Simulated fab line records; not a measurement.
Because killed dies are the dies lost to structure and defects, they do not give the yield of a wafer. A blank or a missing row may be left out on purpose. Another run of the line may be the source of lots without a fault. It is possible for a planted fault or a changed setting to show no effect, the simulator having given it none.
fab line records ; flow berkeley-cmos170
record: lots: 14; wafers: 42; last-day: 13
route steps=331 shown NWELL@18 PWELL@37 ACTIVE@76
lots untouched by any fault: they come from a run of this same line in which no faults occurred
start-h: start of the lot's first displayed wafer, in hours after the record's first day ; wait-h: hours since the lot's step before ; " unchanged from the row above ; L1.1+2: a row that stands for several wafers ; - either no value or no given start ; * or withheld: withheld ; < > ~ a bound
route shown NAME@n: NAME is a module with steps in the file, n the number in the route of the first one ; usual: the fault-free wafers' mean and standard deviation ; same: alike in all rows ; chamber/n: place in a boat ; sites: readings site by site ; _std_site: standard deviation across them ; _edge_site: the outer-site mean with the inner-site mean subtracted ; radius-mm: for every site, how far away it sits from the centre of the wafer ; mask NAME#n: copy n ; behind: the tool/chamber that last shaped the wafer ; hold: what put the lot on hold/how long, in hours/how the hold closed ; device: the transistor (n, p or np) that didn't switch ; end of line: at the end of the route, the tests of the same wafers ; for a step that has no rows: nothing shown but its recipe ; killed: at the first sort, the dies lost to defects and structure; wafer yield is something else ; map: dies across one wafer; x = killed, . = not, _ = none there
set.NAME: the setting as run; set.NAME@STEP: as run at that earlier step ; model.NAME: the simulator's own value behind a step, which no gauge read
route steps across a sampled set of lots; one table per step, one row per wafer
services: a tool's chamber out of use, with start hour (start-h, from the record's first day; less than 0 if before it), hours out, and reason
== steps ==
step: UCB170_NWELL_CVD_04
recipe: material: Si3N4; target-thk-nm: 224; temp-c: 800; precursor: SiH2Cl2/NH3; time-s: 3360; pressure-mtorr: 200; sih2cl2-flow-sccm: 25; nh3-flow-sccm: 75
usual: pressure-mtorr: 200.0/0.39
lot.wafer;tool;chamber;start-h;wait-h;pressure-mtorr
L247.2;lpcvd-02;0;31.24;0.0;200.0
L247.3;lpcvd-02;0;31.24;0.0;199.9
L247.4;lpcvd-02;0;31.24;0.0;199.5
L248.2;lpcvd-01;0;44.28;0.0;199.9
L248.5;lpcvd-01;0;44.28;0.0;199.7
L248.6;lpcvd-01;0;44.28;0.0;200.2
L250.1;lpcvd-02;0;52.31;0.0;199.5
L250.2;lpcvd-02;0;52.31;0.0;199.5
L250.6;lpcvd-02;0;52.31;0.0;200.1
L251.2;lpcvd-02;0;52.31;0.0;199.9
L251.4;lpcvd-02;0;52.31;0.0;200.6
L251.6;lpcvd-02;0;52.31;0.0;200.2
L253.1;lpcvd-01;1;63.26;0.0;200.1
L253.3;lpcvd-01;1;63.26;0.0;199.9
L253.6;lpcvd-01;1;63.26;0.0;199.9
L256.1;lpcvd-02;0;80.84;0.0;200.4
L256.2;lpcvd-02;0;80.84;0.0;200.0
L256.3;lpcvd-02;0;80.84;0.0;199.9
L257.1;lpcvd-02;0;87.46;1.3;199.6
L257.5;lpcvd-02;0;87.46;1.3;200.0
L257.6;lpcvd-02;0;87.46;1.3;199.9
L258.3;lpcvd-02;1;92.87;0.0;101.0
L258.5;lpcvd-02;1;92.87;0.0;100.2
L258.6;lpcvd-02;1;92.87;0.0;100.4
L259.2;lpcvd-02;1;92.87;0.0;99.3
L259.3;lpcvd-02;1;92.87;0.0;99.2
L259.5;lpcvd-02;1;92.87;0.0;99.7
L260.3;lpcvd-01;1;104.60;0.0;200.0
L260.5;lpcvd-01;1;104.60;0.0;199.7
L260.6;lpcvd-01;1;104.60;0.0;199.7
L261.1;lpcvd-01;0;104.60;0.0;200.1
L261.5;lpcvd-01;0;104.60;0.0;199.7
L261.6;lpcvd-01;0;104.60;0.0;199.2
L268.1;lpcvd-01;0;138.68;0.0;200.6
L268.3;lpcvd-01;0;138.68;0.0;200.5
L268.4;lpcvd-01;0;138.68;0.0;200.9
L269.2;lpcvd-01;1;138.68;0.0;199.9
L269.5;lpcvd-01;1;138.68;0.0;199.3
L269.6;lpcvd-01;1;138.68;0.0;200.2
L270.1;lpcvd-01;1;149.01;0.0;200.5
L270.3;lpcvd-01;1;149.01;0.0;200.3
L270.4;lpcvd-01;1;149.01;0.0;200.5
step: UCB170_NWELL_THK_MEAS_05
recipe: reads: Si3N4_of_NWELL_CVD_04
usual: NWELL_NITRIDE_THK: 225.0/2
lot.wafer;tool;chamber;start-h;wait-h;NWELL_NITRIDE_THK[nm]
L247.2;film-metro-04;-;34.15;0.0;227.3
L247.3;film-metro-04;-;34.15;0.0;224.6
L247.4;film-metro-04;-;34.15;0.0;226.2
L248.2;film-metro-01;-;46.22;0.0;226.0
L248.5;film-metro-01;-;46.22;0.0;223.9
L248.6;film-metro-01;-;46.22;0.0;224.5
L251.2;film-metro-01;-;54.25;0.0;223.5
L251.4;film-metro-01;-;54.25;0.0;224.5
L251.6;film-metro-01;-;54.25;0.0;222.7
L250.1;film-metro-01;-;54.30;0.1;224.2
L250.2;film-metro-01;-;54.30;0.1;222.5
L250.6;film-metro-01;-;54.30;0.1;225.9
L253.1;film-metro-03;-;65.19;0.0;222.9
L253.3;film-metro-03;-;65.19;0.0;222.4
L253.6;film-metro-03;-;65.19;0.0;220.8
L256.1;film-metro-04;-;82.78;0.0;225.5
L256.2;film-metro-04;-;82.78;0.0;224.0
L256.3;film-metro-04;-;82.78;0.0;224.1
L257.1;film-metro-03;-;89.39;0.0;226.4
L257.5;film-metro-03;-;89.39;0.0;227.4
L257.6;film-metro-03;-;89.39;0.0;223.3
L259.2;film-metro-04;-;94.82;0.0;181.9
L259.3;film-metro-04;-;94.82;0.0;183.4
L259.5;film-metro-04;-;94.82;0.0;181.6
L258.3;film-metro-01;-;94.82;0.0;182.3
L258.5;film-metro-01;-;94.82;0.0;182.2
L258.6;film-metro-01;-;94.82;0.0;183.2
L261.1;film-metro-01;-;106.54;0.0;225.5
L261.5;film-metro-01;-;106.54;0.0;227.6
L261.6;film-metro-01;-;106.54;0.0;225.8
L260.3;film-metro-03;-;106.56;0.0;224.7
L260.5;film-metro-03;-;106.56;0.0;223.6
L260.6;film-metro-03;-;106.56;0.0;224.3
L268.1;film-metro-01;-;141.58;0.0;224.2
L268.3;film-metro-01;-;141.58;0.0;225.3
L268.4;film-metro-01;-;141.58;0.0;223.7
L269.2;film-metro-04;-;141.59;0.0;222.2
L269.5;film-metro-04;-;141.59;0.0;223.7
L269.6;film-metro-04;-;141.59;0.0;222.4
L270.1;film-metro-04;-;150.94;0.0;225.8
L270.3;film-metro-04;-;150.94;0.0;224.9
L270.4;film-metro-04;-;150.94;0.0;223.7
step: UCB170_NWELL_ETCH_13
recipe: chemistry: CH3F/Ar/O2; target: Si3N4; stop-on: SiO2; CH3F_flow_sccm: 20; Ar_flow_sccm: 50; O2_flow_sccm: 7; pressure-mtorr: 50; rf-w: 450; target-depth-a: 2464; over-etch-frac: 0.1; time-s: 154
usual: CH3F_flow_sccm: 20.00/0.066; drypump-motor-current-A: 5.8/0.36; oes-product-au: 0.942/0.013; throttle-valve-pct: 8.04/0.14
lot.wafer;tool;chamber;start-h;wait-h;CH3F_flow_sccm;drypump-motor-current-A;oes-product-au;rf-hours-counter-h;throttle-valve-pct
L247.2;rie-diel-02;3;36.35;0.0;20.04;6.1;0.939;1;8.25
L247.3;rie-diel-02;0;36.35;0.0;19.94;5.8;0.941;9;8.12
L247.4;rie-diel-02;1;36.35;0.0;20.02;5.4;0.934;162;8.08
L248.2;rie-diel-04;3;48.20;0.0;20.01;6.0;0.935;8;8.09
L248.5;rie-diel-04;3;48.20;0.0;20.06;6.0;0.931;-;8.09
L248.6;rie-diel-04;0;48.20;0.0;19.94;6.4;0.936;-;7.88
L251.2;rie-diel-02;3;55.25;0.0;20.01;6.1;0.942;2;8.25
L251.4;rie-diel-02;0;55.25;0.0;19.98;5.8;0.950;10;8.10
L251.6;rie-diel-02;2;55.25;0.0;20.04;6.2;0.941;-;8.02
L250.1;rie-diel-04;3;55.37;0.0;20.03;6.0;0.926;8;8.10
L250.2;rie-diel-04;1;55.37;0.0;20.10;5.2;0.951;3;7.97
L250.6;rie-diel-04;0;55.37;0.0;19.99;6.4;0.940;-;7.87
L253.1;rie-diel-04;1;66.53;0.0;19.93;5.2;0.951;3;7.97
L253.3;rie-diel-04;0;66.53;0.0;19.95;6.4;0.943;148;7.88
L253.6;rie-diel-04;1;66.53;0.0;19.90;5.2;0.950;-;7.98
L256.1;rie-diel-02;2;83.84;0.0;19.96;6.2;0.947;70;8.02
L256.2;rie-diel-02;0;83.84;0.0;20.00;5.8;0.939;11;8.13
L256.3;rie-diel-02;3;83.84;0.0;19.99;6.1;0.935;3;8.25
L257.1;rie-diel-04;3;92.25;0.0;20.01;6.0;0.928;10;8.09
L257.5;rie-diel-04;2;92.25;0.0;19.93;5.6;0.948;-;8.23
L257.6;rie-diel-04;3;92.25;0.0;19.93;6.0;0.919;-;8.09
L258.3;rie-diel-04;0;95.74;0.0;20.07;6.4;0.834;150;7.88
L258.5;rie-diel-04;3;95.74;0.0;19.97;6.0;0.821;-;8.09
L258.6;rie-diel-04;2;95.74;0.0;19.93;5.6;0.831;-;8.22
L259.2;rie-diel-03;0;96.00;0.0;20.12;6.0;0.832;17;8.03
L259.3;rie-diel-03;3;96.00;0.0;20.10;5.6;0.830;91;7.84
L259.5;rie-diel-03;3;96.00;0.0;19.99;5.6;0.823;-;7.83
L260.3;rie-diel-04;1;107.48;0.0;20.00;5.2;0.960;5;7.97
L260.5;rie-diel-04;0;107.48;0.0;19.97;6.4;0.940;-;7.87
L260.6;rie-diel-04;1;107.48;0.0;19.99;5.2;0.950;-;7.97
L261.1;rie-diel-02;2;107.75;0.0;20.02;6.2;0.949;71;8.01
L261.5;rie-diel-02;3;107.75;0.0;20.02;6.1;0.943;-;8.25
L261.6;rie-diel-02;0;107.75;0.0;20.11;5.8;0.943;-;8.11
L268.1;rie-diel-03;2;142.90;0.0;20.10;5.6;0.970;57;7.85
L268.3;rie-diel-03;3;142.90;0.0;19.99;5.6;0.939;93;7.84
L268.4;rie-diel-03;2;142.90;0.0;20.19;5.6;0.967;-;7.85
L269.2;rie-diel-02;2;142.95;0.0;19.98;6.2;0.930;73;8.01
L269.5;rie-diel-02;1;142.95;0.0;19.90;5.4;0.928;-;8.08
L269.6;rie-diel-02;2;142.95;0.0;19.97;6.3;0.937;-;8.01
L270.1;rie-diel-03;1;152.50;0.0;20.05;5.9;0.937;8;8.24
L270.3;rie-diel-03;3;152.50;0.0;20.05;5.5;0.927;94;7.83
L270.4;rie-diel-03;0;152.50;0.0;19.99;5.9;0.946;19;8.01
step: UCB170_NWELL_TW_MEAS_16
usual: NWELL_TW: 1257/12
lot.wafer;tool;chamber;start-h;wait-h;NWELL_TW
L247.2;film-metro-03;-;36.72;0.1;1253
L247.3;film-metro-03;-;36.72;0.1;1252
L247.4;film-metro-03;-;36.72;0.1;1248
L248.2;film-metro-04;-;48.56;0.1;1268
L248.5;film-metro-04;-;48.56;0.1;1266
L248.6;film-metro-04;-;48.56;0.1;1274
L251.2;film-metro-01;-;55.61;0.1;1248
L251.4;film-metro-01;-;55.61;0.1;1237
L251.6;film-metro-01;-;55.61;0.1;1242
L250.1;film-metro-04;-;55.72;0.1;1282
L250.2;film-metro-04;-;55.72;0.1;1272
L250.6;film-metro-04;-;55.72;0.1;1274
L253.1;film-metro-03;-;66.88;0.1;1257
L253.3;film-metro-03;-;66.88;0.1;1263
L253.6;film-metro-03;-;66.88;0.1;1261
L256.1;film-metro-03;-;84.19;0.1;1254
L256.2;film-metro-03;-;84.19;0.1;1247
L256.3;film-metro-03;-;84.19;0.1;1261
L257.1;film-metro-03;-;92.60;0.1;1259
L257.5;film-metro-03;-;92.60;0.1;1263
L257.6;film-metro-03;-;92.60;0.1;1251
L258.3;film-metro-03;-;96.11;0.1;1254
L258.5;film-metro-03;-;96.11;0.1;1255
L258.6;film-metro-03;-;96.11;0.1;1257
L259.2;film-metro-04;-;96.36;0.1;1257
L259.3;film-metro-04;-;96.36;0.1;1257
L259.5;film-metro-04;-;96.36;0.1;1258
L260.3;film-metro-04;-;107.85;0.1;1258
L260.5;film-metro-04;-;107.85;0.1;1267
L260.6;film-metro-04;-;107.85;0.1;1256
L261.1;film-metro-01;-;108.10;0.1;1236
L261.5;film-metro-01;-;108.10;0.1;1240
L261.6;film-metro-01;-;108.10;0.1;1241
L268.1;film-metro-04;-;143.25;0.1;1270
L268.3;film-metro-04;-;143.25;0.1;1265
L268.4;film-metro-04;-;143.25;0.1;1272
L269.2;film-metro-03;-;143.31;0.1;1256
L269.5;film-metro-03;-;143.31;0.1;1257
L269.6;film-metro-03;-;143.31;0.1;1255
L270.1;film-metro-04;-;152.85;0.1;1269
L270.3;film-metro-04;-;152.85;0.1;1268
L270.4;film-metro-04;-;152.85;0.1;1268
step: UCB170_PWELL_THK_MEAS_03
recipe: reads: SiO2_of_PWELL_OXIDATION_02
usual: PWELL_OXIDE_THK: 26.1/0.47
lot.wafer;tool;chamber;start-h;wait-h;PWELL_OXIDE_THK[nm]
L247.2;film-metro-02;-;48.19;0.0;25.5
L247.3;film-metro-02;-;48.19;0.0;25.8
L247.4;film-metro-02;-;48.19;0.0;26.4
L248.2;film-metro-01;-;57.93;0.1;26.2
L248.5;film-metro-01;-;57.93;0.1;26.4
L248.6;film-metro-01;-;57.93;0.1;25.9
L250.1;film-metro-02;-;67.06;0.0;27.1
L250.2;film-metro-02;-;67.06;0.0;27.2
L250.6;film-metro-02;-;67.06;0.0;27.4
L251.2;film-metro-04;-;67.07;0.0;26.4
L251.4;film-metro-04;-;67.07;0.0;25.9
L251.6;film-metro-04;-;67.07;0.0;26.2
L253.1;film-metro-01;-;76.74;0.0;26.1
L253.3;film-metro-01;-;76.74;0.0;26.0
L253.6;film-metro-01;-;76.74;0.0;25.8
L256.1;film-metro-04;-;94.26;0.0;26.9
L256.2;film-metro-04;-;94.26;0.0;26.7
L256.3;film-metro-04;-;94.26;0.0;26.7
L257.1;film-metro-04;-;107.29;0.0;25.1
L257.5;film-metro-04;-;107.29;0.0;25.6
L257.6;film-metro-04;-;107.29;0.0;25.3
L259.2;film-metro-02;-;107.30;0.0;26.1
L259.3;film-metro-02;-;107.30;0.0;26.0
L259.5;film-metro-02;-;107.30;0.0;25.7
L258.3;film-metro-04;-;107.37;0.1;25.9
L258.5;film-metro-04;-;107.37;0.1;25.8
L258.6;film-metro-04;-;107.37;0.1;26.2
L261.1;film-metro-04;-;121.58;0.0;25.9
L261.5;film-metro-04;-;121.58;0.0;25.8
L261.6;film-metro-04;-;121.58;0.0;25.7
L260.3;film-metro-01;-;121.60;0.0;25.7
L260.5;film-metro-01;-;121.60;0.0;25.9
L260.6;film-metro-01;-;121.60;0.0;25.8
L269.2;film-metro-02;-;157.03;0.0;26.1
L269.5;film-metro-02;-;157.03;0.0;26.0
L269.6;film-metro-02;-;157.03;0.0;26.0
L268.1;film-metro-04;-;157.05;0.0;26.1
L268.3;film-metro-04;-;157.05;0.0;26.8
L268.4;film-metro-04;-;157.05;0.0;26.0
L270.1;film-metro-02;-;163.73;0.0;26.1
L270.3;film-metro-02;-;163.73;0.0;25.9
L270.4;film-metro-02;-;163.73;0.0;26.1
step: UCB170_ACTIVE_STRIP_16
recipe: chemistry: O2; power-w: 400; pressure-mtorr: 3500; platen-temp-c: withheld; o2-flow-sccm: 400; overash-fraction: 0.5
usual: drypump-motor-current-A: 5.5/0.37; oes-product-au: 0.721/0.0044; strip-time-to-endpoint-s: 18.09/0.079
lot.wafer;tool;chamber;start-h;wait-h;drypump-motor-current-A;oes-product-au;rf-hours-counter-h;strip-time-to-endpoint-s
L247.2;plasma-asher-04;0;87.73;0.1;5.6;0.722;28;18.03
L247.3;plasma-asher-04;1;87.73;0.1;6.0;0.724;-;18.18
L247.4;plasma-asher-04;0;87.73;0.1;5.6;0.717;-;18.03
L248.2;plasma-asher-04;0;106.56;0.1;5.6;0.719;31;18.13
L248.5;plasma-asher-04;1;106.56;0.1;6.0;0.717;-;18.03
L248.6;plasma-asher-04;0;106.56;0.1;5.6;0.729;-;18.16
L250.1;plasma-asher-02;1;119.21;0.1;5.1;0.719;36;18.08
L250.2;plasma-asher-02;0;119.21;0.1;5.5;0.718;36;18.10
L250.6;plasma-asher-02;0;119.21;0.1;5.5;0.722;-;18.10
L251.2;plasma-asher-04;0;119.45;0.1;5.6;0.720;32;18.14
L251.4;plasma-asher-04;0;119.45;0.1;5.6;0.720;-;18.11
L251.6;plasma-asher-04;0;119.45;0.1;5.6;0.717;-;18.14
L253.1;plasma-asher-02;0;130.26;0.1;5.6;0.719;37;18.06
L253.3;plasma-asher-02;0;130.26;0.1;5.5;0.721;-;18.11
L253.6;plasma-asher-02;0;130.26;0.1;5.6;0.731;-;18.10
L256.1;plasma-asher-02;0;139.24;0.1;5.6;0.721;38;18.08
L256.2;plasma-asher-02;1;139.24;0.1;5.1;0.711;38;18.15
L256.3;plasma-asher-02;1;139.24;0.1;5.1;0.715;-;17.99
L257.1;plasma-asher-03;0;152.07;0.1;4.8;0.715;3;18.15
L257.5;plasma-asher-03;0;152.07;0.1;4.8;0.721;-;18.13
L257.6;plasma-asher-03;1;152.07;0.1;5.6;0.721;-;18.17
L258.3;plasma-asher-02;0;152.32;0.1;5.6;0.722;-;18.16
L258.5;plasma-asher-02;0;152.32;0.1;5.6;0.723;-;18.12
L258.6;plasma-asher-02;1;152.32;0.1;5.1;0.726;-;18.05
L259.2;plasma-asher-02;0;152.77;0.1;5.6;0.733;40;18.02
L259.3;plasma-asher-02;1;152.77;0.1;5.1;0.719;-;18.02
L259.5;plasma-asher-02;0;152.77;0.1;5.6;0.715;-;18.11
L260.3;plasma-asher-04;1;160.82;0.1;6.0;0.727;-;18.07
L260.5;plasma-asher-04;1;160.82;0.1;6.0;0.729;-;18.10
L260.6;plasma-asher-04;0;160.82;0.1;5.6;0.715;-;18.28
L261.1;plasma-asher-02;1;161.06;0.1;5.1;0.723;41;18.20
L261.5;plasma-asher-02;1;161.06;0.1;5.1;0.725;-;18.14
L261.6;plasma-asher-02;0;161.06;0.1;5.6;0.731;-;18.22
L268.1;plasma-asher-03;0;202.34;0.1;4.8;0.718;9;18.01
L268.3;plasma-asher-03;1;202.34;0.1;5.6;0.720;-;18.02
L268.4;plasma-asher-03;0;202.34;0.1;4.8;0.720;-;17.93
L269.2;plasma-asher-04;0;202.59;0.1;5.7;0.723;41;18.08
L269.5;plasma-asher-04;1;202.59;0.1;6.0;0.728;-;18.07
L269.6;plasma-asher-04;0;202.59;0.1;5.7;0.721;-;18.11
L270.1;plasma-asher-02;0;209.76;0.1;5.6;0.717;46;18.00
L270.3;plasma-asher-02;0;209.76;0.1;5.6;0.721;-;18.06
L270.4;plasma-asher-02;1;209.76;0.1;5.1;0.723;-;18.17
== services ==
tool;chamber;start-h;hours;kind
rie-diel-03;3;12.96;3.1;repair
lpcvd-02;-;34.14;2.8;pm
rie-diel-03;0;40.51;9.4;repair
plasma-asher-02;-;57.35;2.8;pm
plasma-asher-03;-;79.99;0.4;repair
rie-diel-03;0;83.57;12.2;repair
plasma-asher-03;-;87.04;0.8;repair
rie-diel-02;1;99.15;-;clean
rie-diel-02;1;99.15;15.6;scheduled-down
rie-diel-03;1;106.10;21.0;repair
plasma-asher-03;-;108.81;9.0;pm
rie-diel-03;-;119.54;0.2;repair
rie-diel-03;0;138.05;11.1;repair
plasma-asher-03;-;152.87;0.6;repair
rie-diel-04;0;153.71;-;clean
rie-diel-04;0;153.71;12.1;scheduled-down
rie-diel-04;0;153.71;12.1;vent-cycle
rie-diel-03;0;162.03;13.4;repair
rie-diel-04;3;166.77;12.3;repair
rie-diel-02;3;186.09;5.8;repair
lpcvd-02;-;186.78;0.4;repair
rie-diel-04;3;190.22;3.0;repair
rie-diel-02;3;195.45;7.5;repair
rie-diel-04;-;202.80;2.8;pm
== key ==
first-sign: step: UCB170_NWELL_CVD_04; reading: pressure-mtorr; direction: down; sigmas: 99+; usual: 200.0; struck: 100.0
effect: step: UCB170_NWELL_THK_MEAS_05; reading: NWELL_NITRIDE_THK; direction: down; sigmas: 22; usual: 225.0; struck: 182.4
effect: step: UCB170_NWELL_ETCH_13; reading: oes-product-au; direction: down; sigmas: 9.1; usual: 0.942; struck: 0.828
met-at UCB170_NWELL_CVD_04
struck-lots L258,L259
sort-left-out L258.3,L258.5,L258.6
tester-left-out L258,L259
not-acting-at UCB170_NWELL_TW_MEAS_16,UCB170_PWELL_THK_MEAS_03,UCB170_ACTIVE_STRIP_16
onset-between 87.46 92.87
fault: kind: process-parameter-drift; tool: lpcvd-02; chamber: -; onset-h: 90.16; steps: UCB170_NWELL_CVD_04; channel: pressure-mtorr; offset: -100; shape: step; end-h: 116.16; acts-in: these-recipes-only; stated: 200
tester-left-out: of these lots the tester's yield and bins aren't shown, on N5 and GAA mostly nor the transistor test; their killed dies are dies lost to structure and defects alone, not to doping, threshold or leakage, so they don't give the yield
sort-left-out: the simulated sort isn't trusted on such a fault, so these wafers' sort isn't shown, and their yield isn't known
